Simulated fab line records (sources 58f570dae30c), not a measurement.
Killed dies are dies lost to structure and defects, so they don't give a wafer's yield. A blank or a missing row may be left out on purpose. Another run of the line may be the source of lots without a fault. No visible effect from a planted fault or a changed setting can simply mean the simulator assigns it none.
fab line records | flow berkeleyCmos170
record lots=24 wafers=72 lastDay=12
route steps=331 shown NWELL@27 PFIELD@87 GATE@143 PLDD@151 SPACER@172 V2@292
lots with no fault: from the same line, run without faults
startH: hours from the record's opening day to when the first of the lot's shown wafers began | waitH: time in hours since the lot's previous step | " same as the row above | L1.1+2: several wafers, shown together as one row | - value missing, or start not given | * or withheld: withheld | < > ~ a bound
route shown NAME@n: a module of which the file shows steps, and the number in the route of the first | usual: mean and standard deviation over wafers with no fault | same: alike in all rows | chamber/n: place in a boat | sites: readings site by site | _std_site: standard deviation of those values | _edge_site: mean of outer sites minus mean of inner sites | radiusMm: how far each site lies from the wafer's centre | mask NAME#n: copy n | behind: the tool/chamber that last shaped the wafer | hold: why the lot was held/for how many hours/how that ended | device: transistor that didn't switch, given as n, p or np | end of line: the tests these same wafers got at the end of their route | a step given without rows: its recipe and nothing more | killed: at the first sort, the dies lost to defects and structure; wafer yield is something else | map: per-die view of a wafer (x killed, . not killed, _ where there is no die)
set.NAME: setting as actually run; set.NAME@STEP: the setting as run at that earlier step | model.NAME: the simulator's own value behind a step, which no gauge read
steps of the route over a sample of lots; a table a step, a row a wafer
services: when a tool's chamber went out of use (startH, in hours from the record's first day, below 0 if earlier), for how many hours, and the reason
## steps
# step UCB170_NWELL_ETCH_13
# recipe chemistry=CH3F/Ar/O2 target=Si3N4 stopOn=SiO2 CH3F_flow_sccm=20 Ar_flow_sccm=50 O2_flow_sccm=7 pressureMtorr=50 rfW=450 targetDepthA=2464 overEtchFrac=0.1 timeS=154
# usual CH3F_flow_sccm=20.01/0.053 drypumpMotorCurrentA=5.7/0.45 oesProductAu=0.940/0.016 throttleValvePct=8.15/0.11
# columns lot.wafer tool chamber startH waitH CH3F_flow_sccm drypumpMotorCurrentA oesProductAu rfHoursCounterH throttleValvePct
L074.2 rieDiel-01 0 37.61 0.0 19.97 5.0 0.944 12 8.13
L074.3 " 3 " " 19.99 5.5 0.915 156 8.32
L074.4 " 2 " " 19.88 6.5 0.928 87 8.19
L075.2 rieDiel-01 3 41.19 0.0 20.01 5.5 0.919 156 8.32
L075.4 " 0 " " 19.97 5.1 0.943 12 8.12
L075.6 " 2 " " 20.07 6.5 0.938 - 8.17
L076.2 rieDiel-02 2 41.46 0.0 20.02 5.4 0.961 104 8.30
L076.3 " 3 " " 20.00 5.8 0.961 5 8.10
L076.6 " 1 " " 20.08 5.2 0.938 - 7.96
L077.2 rieDiel-01 0 45.93 0.0 19.87 5.1 0.938 12 8.12
L077.4 " 1 " " 19.97 5.9 0.945 152 8.15
L077.5 " 1 " " 19.97 5.8 0.946 - 8.16
L078.2 rieDiel-01 1 54.39 0.0 20.05 5.9 0.955 152 8.16
L078.5 " 0 " " 19.88 5.0 0.933 - 8.11
L078.6 " 3 " " 20.02 5.5 0.925 - 8.32
L079.1 rieDiel-04 1 56.85 0.0 20.00 6.3 0.934 96 8.05
L079.2 " 2 " " 19.99 5.4 0.947 118 8.19
L079.5 " 2 " " 20.05 5.4 0.946 - 8.20
L080.1 rieDiel-01 0 64.09 0.0 20.01 5.0 0.946 13 8.11
L080.2 " 3 " " 20.01 5.5 0.906 157 8.32
L080.3 " 1 " " 19.99 5.9 0.940 153 8.17
L081.1 rieDiel-04 0 64.36 0.0 19.95 5.7 0.957 32 8.29
L081.5 " 3 " " 19.99 5.7 0.951 - 7.97
L081.6 " 2 " " 20.00 5.4 0.925 - 8.19
L082.1 rieDiel-01 2 74.83 0.0 19.96 6.5 0.942 89 8.18
L082.3 " 1 " " 19.96 5.9 0.959 153 8.14
L082.4 " 3 " " 20.07 5.5 0.917 158 8.31
L083.2 rieDiel-04 0 75.05 0.0 19.96 5.7 0.966 33 8.30
L083.5 " 1 " " 20.05 6.3 0.925 - 8.06
L083.6 " 2 " " 19.92 5.4 0.924 - 8.19
L084.1 rieDiel-02 1 82.83 0.0 20.01 5.2 0.937 103 7.97
L084.2 " 0 " " 20.02 6.0 0.974 29 8.15
L084.6 " 3 " " 20.04 5.8 0.976 - 8.10
L086.2 rieDiel-04 1 87.60 0.0 20.00 6.4 0.916 97 8.06
L086.4 " 0 " " 19.98 5.7 0.955 33 8.28
L086.6 " 3 " " 20.06 5.7 0.942 - 7.95
L085.1 rieDiel-02 2 87.71 0.0 20.04 5.4 0.931 105 8.30
L085.3 " 3 " " 19.97 5.8 0.948 7 8.09
L085.6 " 3 " " 19.90 5.8 0.959 - 8.10
L087.2 rieDiel-02 1 92.03 0.0 20.01 5.2 0.930 104 7.97
L087.4 " 0 " " 19.93 6.0 0.954 29 8.16
L087.5 " 1 " " 20.01 5.2 0.932 - 7.96
L088.1 rieDiel-02 0 102.53 0.0 19.98 6.1 0.958 30 8.15
L088.4 " 1 " " 20.07 5.1 0.933 104 7.96
L088.5 " 1 " " 20.08 5.1 0.931 - 7.95
L089.2 rieDiel-04 0 103.25 0.0 19.97 5.7 0.951 34 8.27
L089.4 " 3 " " 19.98 5.7 0.935 112 7.97
L089.5 " 1 " " 20.03 6.3 0.915 - 8.07
L090.3 rieDiel-01 2 108.09 0.0 19.99 6.5 0.933 91 8.19
L090.4 " 2 " " 19.94 6.5 0.934 - 8.17
L090.6 " 1 " " 20.00 5.9 0.954 - 8.15
L091.1 rieDiel-01 2 114.76 0.0 19.99 6.5 0.932 91 8.18
L091.3 " 3 " " 20.03 5.5 0.909 159 8.32
L091.6 " 2 " " 19.99 6.5 0.941 - 8.16
L092.4 rieDiel-01 2 122.41 0.0 20.07 6.5 0.934 91 8.15
L092.5 " 2 " " 20.05 6.5 0.930 - 8.18
L092.6 " 1 " " 20.04 5.8 0.940 - 8.17
L093.2 rieDiel-02 0 122.69 0.0 19.96 6.0 0.958 31 8.16
L093.3 " 1 " " 20.12 5.2 0.925 105 7.96
L093.4 " 2 " " 20.02 5.4 0.935 107 8.30
L094.1 rieDiel-04 3 126.76 0.0 19.92 5.7 0.945 112 7.97
L094.4 " 1 " " 19.99 6.3 0.916 99 8.05
L094.5 " 2 " " 19.91 5.4 0.920 - 8.19
L096.1 rieDiel-02 2 140.18 0.0 20.01 5.4 0.949 108 8.29
L096.2 " 0 " " 20.01 6.0 0.963 32 8.17
L096.4 " 1 " " 19.94 5.2 0.939 106 7.94
L095.1 rieDiel-01 2 140.30 0.0 20.03 6.5 0.941 92 8.19
L095.3 " 0 " " 19.98 5.0 0.947 17 8.11
L095.5 " 2 " " 19.96 6.5 0.938 - 8.17
L097.1 rieDiel-04 1 143.08 0.0 20.01 6.3 0.913 99 8.06
L097.2 " 3 " " 19.96 5.7 0.945 113 7.96
L097.5 " 3 " " 20.07 5.7 0.941 - 7.96
# step UCB170_PFIELD_STRIP_08
# recipe chemistry=O2 powerW=400 pressureMtorr=3500 platenTempC=withheld o2FlowSccm=400 overashFraction=0.5
# usual drypumpMotorCurrentA=5.89/0.24 oesProductAu=0.735/0.005 stripTimeToEndpointS=21.70/0.06
# columns lot.wafer tool chamber startH waitH drypumpMotorCurrentA oesProductAu rfHoursCounterH stripTimeToEndpointS
L074.2 plasmaAsher-04 1 87.79 0.1 6.23 0.742 40 21.61
L074.3 " 1 " " 6.22 0.735 - 21.65
L074.4 " 0 " " 5.81 0.733 - 21.65
L075.2 plasmaAsher-01 1 87.90 0.1 5.60 0.731 30 21.71
L075.4 " 1 " " 5.60 0.742 - 21.71
L075.6 " 1 " " 5.59 0.730 - 21.67
L076.2 plasmaAsher-02 0 88.62 0.1 5.94 0.732 35 21.70
L076.3 " 1 " " 6.08 0.733 - 21.76
L076.6 " 0 " " 5.91 0.735 - 21.69
L077.2 plasmaAsher-04 0 92.41 0.1 5.81 0.730 41 21.73
L077.4 " 0 " " 5.83 0.733 - 21.68
L077.5 " 0 " " 5.81 0.742 - 21.70
L079.1 plasmaAsher-01 0 98.88 0.1 5.49 0.735 31 21.52
L079.2 " 1 " " 5.63 0.748 31 21.58
L079.5 " 0 " " 5.51 0.735 - 21.64
L078.2 plasmaAsher-02 0 99.15 0.1 5.92 0.733 37 21.81
L078.5 " 0 " " 5.91 0.731 - 21.86
L078.6 " 1 " " 6.07 0.731 - 21.78
L081.1 plasmaAsher-04 1 110.08 0.1 6.21 0.727 42 21.58
L081.5 " 0 " " 5.80 0.722 - 21.65
L081.6 " 1 " " 6.23 0.724 - 21.63
L080.1 plasmaAsher-01 1 110.36 0.1 5.58 0.734 32 21.65
L080.2 " 0 " " 5.50 0.744 32 21.82
L080.3 " 1 " " 5.58 0.724 - 21.78
L082.1 plasmaAsher-04 1 124.58 0.1 6.23 0.739 44 21.64
L082.3 " 0 " " 5.82 0.735 - 21.64
L082.4 " 1 " " 6.22 0.738 - 21.70
L083.2 plasmaAsher-02 0 125.36 0.1 5.93 0.725 1 21.67
L083.5 " 1 " " 6.08 0.731 - 21.73
L083.6 " 0 " " 5.92 0.743 - 21.68
L084.1 plasmaAsher-04 0 129.59 0.1 5.81 0.738 45 21.70
L084.2 " 1 " " 6.23 0.727 45 21.67
L084.6 " 0 " " 5.80 0.734 - 21.71
L086.2 plasmaAsher-02 0 129.97 0.1 5.93 0.738 1 21.67
L086.4 " 1 " " 6.09 0.736 - 21.69
L086.6 " 0 " " 5.93 0.733 - 21.75
L087.2 plasmaAsher-02 1 131.73 0.1 6.07 0.734 2 21.72
L087.4 " 0 " " 5.93 0.736 - 21.82
L087.5 " 0 " " 5.92 0.733 - 21.79
L085.1 plasmaAsher-04 0 132.00 0.1 5.79 0.729 46 21.67
L085.3 " 1 " " 6.20 0.740 - 21.69
L085.6 " 1 " " 6.19 0.738 - 21.68
L088.1 plasmaAsher-04 1 151.64 0.1 6.22 0.721 48 21.71
L088.4 " 0 " " 5.81 0.731 - 21.61
L088.5 " 1 " " 6.23 0.733 - 21.66
L089.2 plasmaAsher-04 1 152.59 0.1 6.23 0.741 48 21.65
L089.4 " 0 " " 5.85 0.741 - 21.65
L089.5 " 1 " " 6.18 0.730 - 21.67
L090.3 plasmaAsher-01 0 152.84 0.1 5.51 0.735 - 21.78
L090.4 " 1 " " 5.58 0.737 - 21.71
L090.6 " 1 " " 5.58 0.737 - 21.80
L091.1 plasmaAsher-01 1 159.68 0.1 5.62 0.738 39 21.76
L091.3 " 0 " " 5.50 0.740 - 21.75
L091.6 " 0 " " 5.53 0.735 - 21.77
L093.2 plasmaAsher-02 0 171.02 0.1 5.94 0.739 7 21.66
L093.3 " 0 " " 5.90 0.732 - 21.72
L093.4 " 1 " " 6.08 0.736 - 21.72
L092.4 plasmaAsher-04 0 171.32 0.1 5.80 0.743 - 21.72
L092.5 " 1 " " 6.26 0.724 - 21.63
L092.6 " 0 " " 5.82 0.736 - 21.68
L094.1 plasmaAsher-04 1 177.55 0.1 6.17 0.741 52 21.71
L094.4 " 0 " " 5.80 0.743 - 21.69
L094.5 " 0 " " 5.78 0.726 - 21.68
L096.1 plasmaAsher-01 0 182.50 0.1 5.53 0.729 42 21.57
L096.2 " 1 " " 5.58 0.730 42 21.60
L096.4 " 1 " " 5.61 0.735 - 21.60
L095.1 plasmaAsher-04 1 191.50 0.1 6.22 0.733 53 21.73
L095.3 " 1 " " 6.22 0.741 - 21.77
L095.5 " 0 " " 5.81 0.738 - 21.74
L097.1 plasmaAsher-02 1 191.86 0.1 6.06 0.732 9 21.70
L097.2 " 0 " " 5.91 0.735 9 21.76
L097.5 " 1 " " 6.07 0.738 - 21.63
# step UCB170_GATE_CD_MEAS_90
# recipe targetCdNm=350
# usual cdNm=350.3/1.6
# columns lot.wafer tool chamber startH waitH cdNm
L074.2 cdSem-02 - 125.36 0.1 352.1
L074.3 " - " " 349.2
L074.4 " - " " 351.0
L077.2 cdSem-01 - 125.42 0.1 348.5
L077.4 " - " " 349.8
L077.5 " - " " 349.3
L076.2 cdSem-02 - 125.59 0.1 350.8
L076.3 " - " " 351.3
L076.6 " - " " 351.9
L075.2 cdSem-01 - 125.64 0.1 351.6
L075.4 " - " " 348.5
L075.6 " - " " 350.7
L079.1 cdSem-02 - 135.19 0.1 353.4
L079.2 " - " " 352.4
L079.5 " - " " 353.2
L078.2 cdSem-02 - 135.33 0.1 350.4
L078.5 " - " " 350.4
L078.6 " - " " 349.4
L081.1 cdSem-02 - 147.65 0.1 348.9
L081.5 " - " " 347.9
L081.6 " - " " 350.6
L080.1 cdSem-02 - 147.82 0.1 352.4
L080.2 " - " " 350.0
L080.3 " - " " 351.7
L083.2 cdSem-02 - 164.67 0.1 350.7
L083.5 " - " " 350.2
L083.6 " - " " 349.8
L086.2 cdSem-02 - 165.75 0.6 348.7
L086.4 " - " " 349.1
L086.6 " - " " 348.7
L085.1 cdSem-02 - 165.85 0.6 348.6
L085.3 " - " " 349.6
L085.6 " - " " 351.4
L084.1 cdSem-02 - 165.97 0.6 351.4
L084.2 " - " " 351.5
L084.6 " - " " 350.8
L087.2 cdSem-02 - 166.11 0.6 352.0
L087.4 " - " " 352.2
L087.5 " - " " 349.9
L082.1 cdSem-02 - 166.33 0.6 348.6
L082.3 " - " " 347.6
L082.4 " - " " 347.8
L088.1 cdSem-01 - 187.75 0.1 350.1
L088.4 " - " " 353.2
L088.5 " - " " 350.3
L090.3 cdSem-01 - 188.52 0.1 348.2
L090.4 " - " " 347.6
L090.6 " - " " 349.5
L089.2 cdSem-01 - 188.74 0.1 352.4
L089.4 " - " " 349.4
L089.5 " - " " 352.0
L091.1 cdSem-01 - 199.38 0.1 351.0
L091.3 " - " " 349.9
L091.6 " - " " 350.0
L093.2 cdSem-02 - 215.68 0.1 347.0
L093.3 " - " " 346.5
L093.4 " - " " 347.5
L092.4 cdSem-02 - 215.95 0.1 350.1
L092.5 " - " " 349.1
L092.6 " - " " 350.8
L094.1 cdSem-02 - 226.46 0.1 348.6
L094.4 " - " " 348.9
L094.5 " - " " 348.3
L096.1 cdSem-01 - 226.66 0.1 350.9
L096.2 " - " " 350.2
L096.4 " - " " 350.7
L095.1 cdSem-01 - 236.53 0.1 351.5
L095.3 " - " " 350.4
L095.5 " - " " 351.7
L097.1 cdSem-02 - 236.77 0.1 350.2
L097.2 " - " " 349.5
L097.5 " - " " 349.9
# step UCB170_PLDD_CD_MEAS_06
# recipe targetCdNm=1200
# usual cdNm=1199.9/1.3
# columns lot.wafer tool chamber startH waitH cdNm
L074.2 cdSem-02 - 127.58 - 1199.3
L074.3 " - " " 1199.5
L074.4 " - " " 1199.6
L077.2 cdSem-02 - 127.70 - 1201.3
L077.4 " - " " 1200.6
L077.5 " - " " 1200.5
L076.2 cdSem-02 - 127.94 - 1199.9
L076.3 " - " " 1200.3
L076.6 " - " " 1200.8
L075.2 cdSem-02 - 128.18 - 1199.4
L075.4 " - " " 1200.5
L075.6 " - " " 1199.2
L079.1 cdSem-02 - 136.66 - 1197.1
L079.2 " - " " 1197.2
L079.5 " - " " 1198.4
L078.2 cdSem-02 - 137.04 - 1200.4
L078.5 " - " " 1200.6
L078.6 " - " " 1199.9
L081.1 cdSem-02 - 149.40 - 1201.7
L081.5 " - " " 1201.7
L081.6 " - " " 1200.5
L080.1 cdSem-02 - 149.95 - 1200.0
L080.2 " - " " 1200.4
L080.3 " - " " 1200.8
L083.2 cdSem-02 - 166.23 - 1198.9
L083.5 " - " " 1198.8
L083.6 " - " " 1200.4
L086.2 cdSem-02 - 167.29 - 1202.2
L086.4 " - " " 1200.7
L086.6 " - " " 1201.2
L085.1 cdSem-02 - 167.39 - 1201.6
L085.3 " - " " 1201.9
L085.6 " - " " 1200.7
L087.2 cdSem-01 - 167.81 - 1199.0
L087.4 " - " " 1198.5
L087.5 " - " " 1200.3
L084.1 cdSem-01 - 167.99 - 1199.4
L084.2 " - " " 1201.6
L084.6 " - " " 1202.1
L082.1 cdSem-01 - 168.61 - 1200.1
L082.3 " - " " 1200.2
L082.4 " - " " 1198.8
L088.1 cdSem-01 - 190.16 - 1199.4
L088.4 " - " " 1200.4
L088.5 " - " " 1198.8
L090.3 cdSem-01 - 190.56 - 1199.0
L090.4 " - " " 1199.2
L090.6 " - " " 1198.9
L089.2 cdSem-01 - 190.66 - 1202.0
L089.4 " - " " 1201.5
L089.5 " - " " 1202.1
L091.1 cdSem-01 - 201.54 - 1200.6
L091.3 " - " " 1200.7
L091.6 " - " " 1199.4
L093.2 cdSem-01 - 216.94 - 1199.2
L093.3 " - " " 1198.4
L093.4 " - " " 1200.0
L092.4 cdSem-02 - 217.24 - 1201.7
L092.5 " - " " 1199.0
L092.6 " - " " 1202.1
L094.1 cdSem-01 - 227.89 - 1198.8
L094.4 " - " " 1200.2
L094.5 " - " " 1201.1
L096.1 cdSem-02 - 228.40 - 1196.9
L096.2 " - " " 1197.1
L096.4 " - " " 1197.4
L095.1 cdSem-02 - 238.42 - 1201.6
L095.3 " - " " 1201.9
L095.5 " - " " 1202.6
L097.1 cdSem-01 - 238.43 - 1198.0
L097.2 " - " " 1197.4
L097.5 " - " " 1199.2
# step UCB170_SPACER_THK_MEAS_01
# recipe reads=SiO2_of_SPACER_CVD_00
# usual SPACER_TEOS_THK=374/5.6
# columns lot.wafer tool chamber startH waitH SPACER_TEOS_THK[nm]
L074.2 filmMetro-04 - 131.00 0.0 371
L074.3 " - " " 369
L074.4 " - " " 376
L077.2 filmMetro-02 - 131.23 0.1 374
L077.4 " - " " 381
L077.5 " - " " 375
L076.2 filmMetro-02 - 131.72 0.1 370
L076.3 " - " " 373
L076.6 " - " " 375
L075.2 filmMetro-02 - 131.89 0.0 371
L075.4 " - " " 378
L075.6 " - " " 385
L079.1 filmMetro-04 - 139.57 0.0 377
L079.2 " - " " 373
L079.5 " - " " 378
L078.2 filmMetro-04 - 139.88 0.0 366
L078.5 " - " " 376
L078.6 " - " " 373
L081.1 filmMetro-02 - 153.82 0.0 382
L081.5 " - " " 384
L081.6 " - " " 376
L080.1 filmMetro-02 - 154.02 0.0 373
L080.2 " - " " 371
L080.3 " - " " 376
L083.2 filmMetro-02 - 169.69 0.0 379
L083.5 " - " " 379
L083.6 " - " " 376
L086.2 filmMetro-01 - 170.33 0.0 376
L086.4 " - " " 377
L086.6 " - " " 381
L085.1 filmMetro-04 - 170.52 0.0 376
L085.3 " - " " 368
L085.6 " - " " 370
L084.1 filmMetro-04 - 170.89 0.0 367
L084.2 " - " " 371
L084.6 " - " " 375
L087.2 filmMetro-02 - 170.90 0.0 383
L087.4 " - " " 373
L087.5 " - " " 374
L082.1 filmMetro-02 - 171.12 0.0 365
L082.3 " - " " 362
L082.4 " - " " 378
L088.1 filmMetro-04 - 192.78 0.0 367
L088.4 " - " " 382
L088.5 " - " " 377
L090.3 filmMetro-04 - 193.17 0.0 368
L090.4 " - " " 385
L090.6 " - " " 378
L089.2 filmMetro-04 - 193.68 0.0 371
L089.4 " - " " 374
L089.5 " - " " 368
L091.1 filmMetro-04 - 204.46 0.0 367
L091.3 " - " " 375
L091.6 " - " " 373
L093.2 filmMetro-01 - 219.59 0.0 368
L093.3 " - " " 378
L093.4 " - " " 381
L092.4 filmMetro-02 - 219.91 0.0 377
L092.5 " - " " 375
L092.6 " - " " 385
L094.1 filmMetro-02 - 233.74 0.0 371
L094.4 " - " " 383
L094.5 " - " " 382
L096.1 filmMetro-01 - 233.74 0.0 367
L096.2 " - " " 373
L096.4 " - " " 374
L095.1 filmMetro-04 - 241.74 0.0 378
L095.3 " - " " 376
L095.5 " - " " 385
L097.1 filmMetro-01 - 241.93 0.0 367
L097.2 " - " " 370
L097.5 " - " " 374
# step UCB170_V2_CVD_00
# recipe material=SiO2 targetThkNm=2000 tempC=390 precursor=TEOS/O2 timeS=250 rfW=550 pressureMtorr=9000
# usual heaterPowerW=292/71 susceptorTempC=390.02/0.2
# columns lot.wafer tool chamber startH waitH heaterPowerW susceptorTempC
L074.2 pecvd-02 0 156.34 0.1 253 389.87
L074.3 " 2 " " 393 389.75
L074.4 " 2 " " 313 390.01
L076.2 pecvd-01 0 157.54 0.1 274 389.89
L076.3 " 2 " " 367 390.15
L076.6 " 0 " " 219 389.82
L075.2 pecvd-02 1 157.90 0.1 226 390.13
L075.4 " 1 " " 173 390.20
L075.6 " 0 " " 232 390.20
L077.2 pecvd-04 1 158.02 0.1 303 389.90
L077.4 " 2 " " 306 389.66
L077.5 " 0 " " 216 389.75
L079.1 pecvd-01 0 169.21 0.1 273 389.89
L079.2 " 2 " " 302 389.98
L079.5 " 0 " " 217 389.91
L078.2 pecvd-04 0 169.57 0.1 221 390.18
L078.5 " 0 " " 147 390.30
L078.6 " 1 " " 346 390.21
L081.1 pecvd-04 0 179.99 0.1 207 389.94
L081.5 " 1 " " 344 390.00
L081.6 " 2 " " 310 390.26
L080.1 pecvd-01 0 187.68 0.1 276 389.95
L080.2 " 2 " " 375 390.31
L080.3 " 1 " " 355 389.90
L086.2 pecvd-02 1 197.24 0.1 217 390.12
L086.4 " 1 " " 169 390.72
L086.6 " 1 " " 238 390.57
L085.1 pecvd-01 2 197.96 0.1 342 390.17
L085.3 " 0 " " 313 390.24
L085.6 " 1 " " 387 389.59
L083.2 pecvd-04 2 198.27 0.1 374 390.29
L083.5 " 1 " " 243 389.83
L083.6 " 2 " " 300 389.75
L082.1 pecvd-02 1 198.55 0.1 256 389.65
L082.3 " 2 " " 313 389.86
L082.4 " 1 " " 175 389.83
L084.1 pecvd-01 1 198.69 0.1 369 389.83
L084.2 " 2 " " 393 390.22
L084.6 " 2 " " 300 390.38
L087.2 pecvd-02 1 199.08 0.1 219 390.45
L087.4 " 2 " " 308 390.03
L087.5 " 2 " " 406 389.74
L088.1 pecvd-01 1 218.63 0.1 348 389.93
L088.4 " 0 " " 222 390.07
L088.5 " 2 " " 291 390.05
L090.3 pecvd-02 1 219.11 0.1 204 390.18
L090.4 " 0 " " 227 390.14
L090.6 " 2 " " 396 389.87
L089.2 pecvd-04 0 219.39 0.1 188 390.09
L089.4 " 1 " " 244 389.83
L089.5 " 0 " " 144 390.00
L091.1 pecvd-04 2 229.39 0.1 388 389.79
L091.3 " 1 " " 343 390.10
L091.6 " 2 " " 305 389.83
L092.4 pecvd-01 1 251.37 0.1 388 389.99
L092.5 " 2 " " 290 390.02
L092.6 " 0 " " 313 389.99
L093.2 pecvd-02 0 251.55 0.1 246 389.71
L093.3 " 2 " " 399 389.84
L093.4 " 2 " " 314 389.80
L096.1 pecvd-02 0 267.27 0.1 333 390.17
L096.2 " 1 " " 256 389.93
L096.4 " 0 " " 233 390.14
L094.1 pecvd-01 0 267.39 0.1 282 390.34
L094.4 " 0 " " 218 389.97
L094.5 " 1 " " 288 389.76
L097.1 pecvd-02 0 271.00 0.1 315 389.99
L097.2 " 2 " " 393 390.04
L097.5 " 0 " " 226 389.95
L095.1 pecvd-01 2 278.47 0.1 352 390.05
L095.3 " 0 " " 310 389.79
L095.5 " 1 " " 287 390.03
## services
# columns tool chamber startH hours kind
pecvd-02 - 14.50 14.0 pm
pecvd-01 2 19.83 10.3 repair
pecvd-02 0 40.22 9.1 repair
rieDiel-02 2 47.21 12.6 repair
pecvd-02 - 63.26 0.8 pm
pecvd-02 - 72.15 1.1 repair
pecvd-04 - 79.77 0.6 repair
pecvd-02 1 80.42 3.8 repair
rieDiel-01 3 91.86 16.3 repair
plasmaAsher-02 - 108.75 9.0 pm
plasmaAsher-04 - 121.70 2.8 pm
pecvd-01 0 129.62 7.9 repair
rieDiel-04 0 158.09 3.2 repair
pecvd-02 0 177.15 5.5 repair
pecvd-02 - 182.75 1.2 repair
pecvd-02 0 191.50 12.1 repair
rieDiel-04 3 193.43 1.3 repair
pecvd-01 2 199.38 5.0 repair
pecvd-01 - 216.32 0.5 repair
rieDiel-04 - 222.43 0.9 repair
rieDiel-02 3 240.02 8.7 repair
rieDiel-02 1 263.62 7.8 repair
pecvd-01 - 271.54 1.8 repair
plasmaAsher-04 - 277.15 1.2 repair
## key
fault none
